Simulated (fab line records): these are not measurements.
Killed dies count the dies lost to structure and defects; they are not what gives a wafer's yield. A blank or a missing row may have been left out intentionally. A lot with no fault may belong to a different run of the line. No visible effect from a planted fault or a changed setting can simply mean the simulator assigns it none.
Check of tool commonality :: flow rit-cmos :: Sampled: 14 lots, 42 wafers

REASON IT WAS OPENED
2 of 14 lots carry a flag on the reading NSD_TW at RIT_NSD_TW_MEAS_10. No-fault wafers: 3118, standard deviation 44.
Rule: flag the lot when none of its wafers has a number, or when each of its wafers that has one lies beyond 4 standard deviations from that mean. The rest of the lots are taken to be sound.

lot: L555
measured: day 3 05:05
on: film-metro-03
NSD_TW, wafer by wafer: 3081 3067 3075
flag: 

lot: L557
measured: day 3 15:30
on: film-metro-04
NSD_TW, wafer by wafer: 3079 3097 3084
flag: 

lot: L558
measured: day 3 17:03
on: film-metro-02
NSD_TW, wafer by wafer: 3172 3168 3160
flag: 

lot: L560
measured: day 4 01:42
on: film-metro-03
NSD_TW, wafer by wafer: 3080 3088 3090
flag: 

lot: L562
measured: day 4 09:44
on: film-metro-02
NSD_TW, wafer by wafer: 3176 3188 3186
flag: 

lot: L563
measured: day 4 16:14
on: film-metro-02
NSD_TW, wafer by wafer: 3186 3182 3190
flag: 

lot: L565
measured: day 5 01:48
on: film-metro-02
NSD_TW, wafer by wafer: 3177 3157 3183
flag: 

lot: L572
measured: day 6 12:46
on: film-metro-03
NSD_TW, wafer by wafer: 3484 3479 3491
flag: FLAGGED

lot: L573
measured: day 6 17:56
on: film-metro-02
NSD_TW, wafer by wafer: 3620 3587 3609
flag: FLAGGED

lot: L574
measured: day 6 22:56
on: film-metro-03
NSD_TW, wafer by wafer: 3099 3075 3073
flag: 

lot: L575
measured: day 7 04:16
on: film-metro-04
NSD_TW, wafer by wafer: 3081 3083 3099
flag: 

lot: L576
measured: day 7 08:35
on: film-metro-03
NSD_TW, wafer by wafer: 3083 3073 3089
flag: 

lot: L577
measured: day 7 14:29
on: film-metro-03
NSD_TW, wafer by wafer: 3093 3090 3095
flag: 

lot: L578
measured: day 7 17:40
on: film-metro-03
NSD_TW, wafer by wafer: 3099 3079 3106
flag: 
The numbers of the flagged lots are 3545 on average: +427 against the usual, or +10 standard deviations.

WHICH TOOL RAN EACH LOT
The record holds 1 process step before the reading, out of a route of 202 steps. In each cell: the tool, then ch and the chambers that the sampled wafers went through, then the start.
lot: L555
flag: 
RIT_NSD_IMPLANT_08: implanter-03 ch 0, day 3 04:47

lot: L557
flag: 
RIT_NSD_IMPLANT_08: implanter-03 ch 0, day 3 15:11

lot: L558
flag: 
RIT_NSD_IMPLANT_08: implanter-02 ch 0, day 3 16:45

lot: L560
flag: 
RIT_NSD_IMPLANT_08: implanter-03 ch 0, day 4 01:25

lot: L562
flag: 
RIT_NSD_IMPLANT_08: implanter-02 ch 0, day 4 09:25

lot: L563
flag: 
RIT_NSD_IMPLANT_08: implanter-03 ch 0, day 4 15:54

lot: L565
flag: 
RIT_NSD_IMPLANT_08: implanter-03 ch 0, day 5 01:29

lot: L572
flag: FLAGGED
RIT_NSD_IMPLANT_08: implanter-03 ch 0, day 6 12:08

lot: L573
flag: FLAGGED
RIT_NSD_IMPLANT_08: implanter-04 ch 0, day 6 17:06

lot: L574
flag: 
RIT_NSD_IMPLANT_08: implanter-02 ch 0, day 6 22:38

lot: L575
flag: 
RIT_NSD_IMPLANT_08: implanter-03 ch 0, day 7 03:56

lot: L576
flag: 
RIT_NSD_IMPLANT_08: implanter-04 ch 0, day 7 08:16

lot: L577
flag: 
RIT_NSD_IMPLANT_08: implanter-03 ch 0, day 7 14:11

lot: L578
flag: 
RIT_NSD_IMPLANT_08: implanter-02 ch 0, day 7 17:20
What is done by these steps:
- RIT_NSD_IMPLANT_08
- RIT_NSD_TW_MEAS_10

FLAGGED OVER TOTAL, TOOL BY TOOL (the gauges that took the reading come last)
step: RIT_NSD_IMPLANT_08
tool: implanter-02
lots run: 4
flagged: 0
share of the flagged lots: none
sound lots run after its first flagged lot: -

step: RIT_NSD_IMPLANT_08
tool: implanter-03
lots run: 8
flagged: 1
share of the flagged lots: some
sound lots run after its first flagged lot: 2 (L575,L577)

step: RIT_NSD_IMPLANT_08
tool: implanter-04
lots run: 2
flagged: 1
share of the flagged lots: some
sound lots run after its first flagged lot: 1 (L576)

step: RIT_NSD_TW_MEAS_10
tool: film-metro-02
lots run: 5
flagged: 1
share of the flagged lots: some
sound lots run after its first flagged lot: 0

step: RIT_NSD_TW_MEAS_10
tool: film-metro-03
lots run: 7
flagged: 1
share of the flagged lots: some
sound lots run after its first flagged lot: 4 (L574,L576,L577,L578)

step: RIT_NSD_TW_MEAS_10
tool: film-metro-04
lots run: 2
flagged: 0
share of the flagged lots: none
sound lots run after its first flagged lot: -

WHAT THE TABLE PERMITS
No row of the table ran every flagged lot.

WHAT WAS PUT IN BY THE SIMULATOR
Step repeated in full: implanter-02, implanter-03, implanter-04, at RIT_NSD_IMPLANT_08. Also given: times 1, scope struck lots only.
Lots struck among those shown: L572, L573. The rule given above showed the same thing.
